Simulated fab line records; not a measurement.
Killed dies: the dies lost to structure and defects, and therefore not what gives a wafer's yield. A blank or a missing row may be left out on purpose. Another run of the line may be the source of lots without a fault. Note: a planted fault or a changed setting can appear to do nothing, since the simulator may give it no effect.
Check of tool commonality :: flow berkeley cmos170 :: 14 lots and 42 wafers in the sample

== REASON IT WAS OPENED ==
Of 14 lots, 2 have the reading PLDD_TW flagged at UCB170_PLDD_TW_MEAS_11. Wafers without a fault read 1016, standard deviation 4.8.
Rule: flag the lot when none of its wafers has a number, or when each of its wafers that has one lies beyond 4 standard deviations from that mean. The rest of the lots are taken to be sound.

lot: L669
measured: day 6 18:37
on: film metro-04
PLDD_TW, wafer by wafer: 1017 1018 1017
flag: 

lot: L673
measured: day 7 04:59
on: film metro-04
PLDD_TW, wafer by wafer: 1015 1014 1014
flag: 

lot: L672
measured: day 7 05:49
on: film metro-02
PLDD_TW, wafer by wafer: 1013 1011 1013
flag: 

lot: L675
measured: day 7 14:38
on: film metro-03
PLDD_TW, wafer by wafer: 959 961 961
flag: FLAGGED

lot: L674
measured: day 7 15:00
on: film metro-02
PLDD_TW, wafer by wafer: 1012 1010 1011
flag: 

lot: L678
measured: day 8 03:47
on: film metro-02
PLDD_TW, wafer by wafer: 1011 1013 1016
flag: 

lot: L679
measured: day 9 02:17
on: film metro-04
PLDD_TW, wafer by wafer: 952 953 949
flag: FLAGGED

lot: L681
measured: day 9 02:38
on: film metro-02
PLDD_TW, wafer by wafer: 1010 1014 1014
flag: 

lot: L685
measured: day 10 10:42
on: film metro-04
PLDD_TW, wafer by wafer: 1027 1018 1012
flag: 

lot: L686
measured: day 10 10:59
on: film metro-02
PLDD_TW, wafer by wafer: 1004 1008 1009
flag: 

lot: L688
measured: day 11 01:41
on: film metro-02
PLDD_TW, wafer by wafer: 1007 1014 1012
flag: 

lot: L687
measured: day 11 02:13
on: film metro-03
PLDD_TW, wafer by wafer: 1023 1017 1027
flag: 

lot: L691
measured: day 11 10:15
on: film metro-03
PLDD_TW, wafer by wafer: 1018 1018 1022
flag: 

lot: L690
measured: day 11 10:45
on: film metro-03
PLDD_TW, wafer by wafer: 1021 1016 1020
flag: 
The numbers of the flagged lots are 956 on average: -60 against the usual, or -13 standard deviations.

== WHICH TOOL RAN EACH LOT ==
The record keeps 1 process step preceding the reading, out of 331 steps on the route. Read each cell as the tool, then ch plus the chambers that the sampled wafers visited, then the start.
lot: L669
flag: 
UCB170_PLDD_IMPLANT_08: implanter-01 ch 0, day 6 18:14

lot: L673
flag: 
UCB170_PLDD_IMPLANT_08: implanter-01 ch 0, day 7 04:36

lot: L672
flag: 
UCB170_PLDD_IMPLANT_08: implanter-01 ch 0, day 7 05:25

lot: L675
flag: FLAGGED
UCB170_PLDD_IMPLANT_08: implanter-01 ch 0, day 7 14:14

lot: L674
flag: 
UCB170_PLDD_IMPLANT_08: implanter-03 ch 0, day 7 14:38

lot: L678
flag: 
UCB170_PLDD_IMPLANT_08: implanter-03 ch 0, day 8 03:24

lot: L679
flag: FLAGGED
UCB170_PLDD_IMPLANT_08: implanter-01 ch 0, day 9 01:53

lot: L681
flag: 
UCB170_PLDD_IMPLANT_08: implanter-02 ch 0, day 9 02:14

lot: L685
flag: 
UCB170_PLDD_IMPLANT_08: implanter-02 ch 0, day 10 10:18

lot: L686
flag: 
UCB170_PLDD_IMPLANT_08: implanter-03 ch 0, day 10 10:36

lot: L688
flag: 
UCB170_PLDD_IMPLANT_08: implanter-02 ch 0, day 11 01:20

lot: L687
flag: 
UCB170_PLDD_IMPLANT_08: implanter-03 ch 0, day 11 01:49

lot: L691
flag: 
UCB170_PLDD_IMPLANT_08: implanter-03 ch 0, day 11 09:51

lot: L690
flag: 
UCB170_PLDD_IMPLANT_08: implanter-01 ch 0, day 11 10:23
These steps, and what they do:
- UCB170_PLDD_IMPLANT_08
- UCB170_PLDD_TW_MEAS_11

== FLAGGED AGAINST TOTAL, ONE TOOL AT A TIME (gauges that did the reading follow at the end) ==
step: UCB170_PLDD_IMPLANT_08
tool: implanter-01
lots run: 6
flagged: 2
share of the flagged lots: all
sound lots run after its first flagged lot: 1 (L690)

step: UCB170_PLDD_IMPLANT_08
tool: implanter-02
lots run: 3
flagged: 0
share of the flagged lots: none
sound lots run after its first flagged lot: -

step: UCB170_PLDD_IMPLANT_08
tool: implanter-03
lots run: 5
flagged: 0
share of the flagged lots: none
sound lots run after its first flagged lot: -

step: UCB170_PLDD_TW_MEAS_11
tool: film metro-02
lots run: 6
flagged: 0
share of the flagged lots: none
sound lots run after its first flagged lot: -

step: UCB170_PLDD_TW_MEAS_11
tool: film metro-03
lots run: 4
flagged: 1
share of the flagged lots: some
sound lots run after its first flagged lot: 3 (L687,L691,L690)

step: UCB170_PLDD_TW_MEAS_11
tool: film metro-04
lots run: 4
flagged: 1
share of the flagged lots: some
sound lots run after its first flagged lot: 1 (L685)

== WHAT THE TABLE PERMITS ==
Rows of the table that ran each flagged lot: 1, that is implanter-01 at UCB170_PLDD_IMPLANT_08.
- implanter-01 at UCB170_PLDD_IMPLANT_08: 2 of its 6 lots flagged. After the first flagged lot (L690), sound lots still ran on it; a lasting fault on the whole tool would not permit that. Its own readings lie more than 4 standard deviations out on every wafer of the flagged lots: dose ions cm2, faraday current uA.
None of the table's rows ran every flagged lot and, after the first, no sound lot.

== WHAT THE SIMULATOR HAD INSERTED ==
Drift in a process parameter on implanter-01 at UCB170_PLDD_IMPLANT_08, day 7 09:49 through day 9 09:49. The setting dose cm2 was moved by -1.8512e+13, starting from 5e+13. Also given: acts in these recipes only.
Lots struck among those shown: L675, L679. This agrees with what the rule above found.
